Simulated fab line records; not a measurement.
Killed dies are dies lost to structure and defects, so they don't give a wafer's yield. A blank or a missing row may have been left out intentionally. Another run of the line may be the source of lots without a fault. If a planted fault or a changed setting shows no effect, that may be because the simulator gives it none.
The same fault as seen by 2 desks || flow rit cmos || what lay behind the numbers comes last; until then each desk has only its own

## AT THE TOOL OWNER'S DESK: rie metal-03
The tool's own readings at RIT_M1_METAL_ETCH_12 (etches Al in Cl2/BCl3, stops on SiO2, time 165 s, target depth 600 nm): means of the sampled wafers that have a number, for each lot that ran on this tool. Any lot whose mean is over 4 standard deviations away from the usual mean is out of limits and marked OUT; that distance is given in the brackets.
Columns: A = drypump motor current A at RIT_M1_METAL_ETCH_12, usual 5.5 A; B = oes product au at RIT_M1_METAL_ETCH_12, usual 0.757 a.u.; C = run length s at RIT_M1_METAL_ETCH_12, usual 193.1 s; D = throttle valve pct at RIT_M1_METAL_ETCH_12, usual 8.20 %
{"lot": "L640", "first seen here": "day 3 13:35", "A": 6.2, "B": 0.740, "C": 193.1, "D": 8.07}
{"lot": "L652", "first seen here": "day 6 04:15", "A": 6.2, "B": "0.977 (+12) OUT", "C": "151.6 (-99 or more) OUT", "D": 8.04}
{"lot": "L655", "first seen here": "day 7 04:04", "A": 6.2, "B": "0.985 (+12) OUT", "C": "151.7 (-99 or more) OUT", "D": 8.05}
This desk finds L652, L655 out of limits, L652 being first, at day 6 04:15 (oes product au at RIT_M1_METAL_ETCH_12). L640 stayed within limits.

## AT THE METROLOGY DESK
Means of the sampled wafers that have a number, per lot and without regard to the tool the lot ran on: this is what the gauges read. Any lot whose mean is over 4 standard deviations away from the usual mean is out of limits and marked OUT; that distance is given in the brackets.
Columns: A = M1_AL_RS at RIT_M1_RS_MEAS_01, usual 0.0772 ohm/sq; B = M1_AL_THK at RIT_M1_THK_MEAS_02, usual 376 nm; C = cd nm at RIT_M1_CD_MEAS_09, usual 2599.8 nm; D = M1_OVL at RIT_M1_OVL_MEAS_10, usual -1.3 nm
{"lot": "L640", "first seen here": "day 3 12:07", "A": 0.0766, "B": 380, "C": 2600.6, "D": -2.2}
{"lot": "L650", "first seen here": "day 5 18:23", "A": 0.0773, "B": 374, "C": 2601.9, "D": -1.6}
{"lot": "L652", "first seen here": "day 6 02:35", "A": 0.0778, "B": 368, "C": 2600.8, "D": -3.4}
{"lot": "L655", "first seen here": "day 7 02:35", "A": 0.0772, "B": 379, "C": 2597.5, "D": -1.5}
{"lot": "L659", "first seen here": "day 7 22:10", "A": 0.0765, "B": 380, "C": 2598.5, "D": -1.6}
{"lot": "L663", "first seen here": "day 9 01:14", "A": 0.0773, "B": 375, "C": 2601.5, "D": 1.0}
This desk's verdict: no lot among the 6 shows anything out of limits.

## ALL TOGETHER
An alarm could have come from the tool owner's desk at day 6 04:15, on L652, L655.
At the metrology desk, nothing out of limits was observed.
The metrology desk holds a record of L652, L655, inside its limits.
Of the lots named, all ran RIT_M1_METAL_ETCH_12 on rie metal-03.

## WHAT THE SIMULATOR HAD INSERTED
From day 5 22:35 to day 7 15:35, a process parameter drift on rie metal-03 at RIT_M1_METAL_ETCH_12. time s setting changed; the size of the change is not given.
Struck lots among those shown: L652, L655.
Each desk's first reading out of limits, in hours after the fault started: the tool owner's desk, 6.
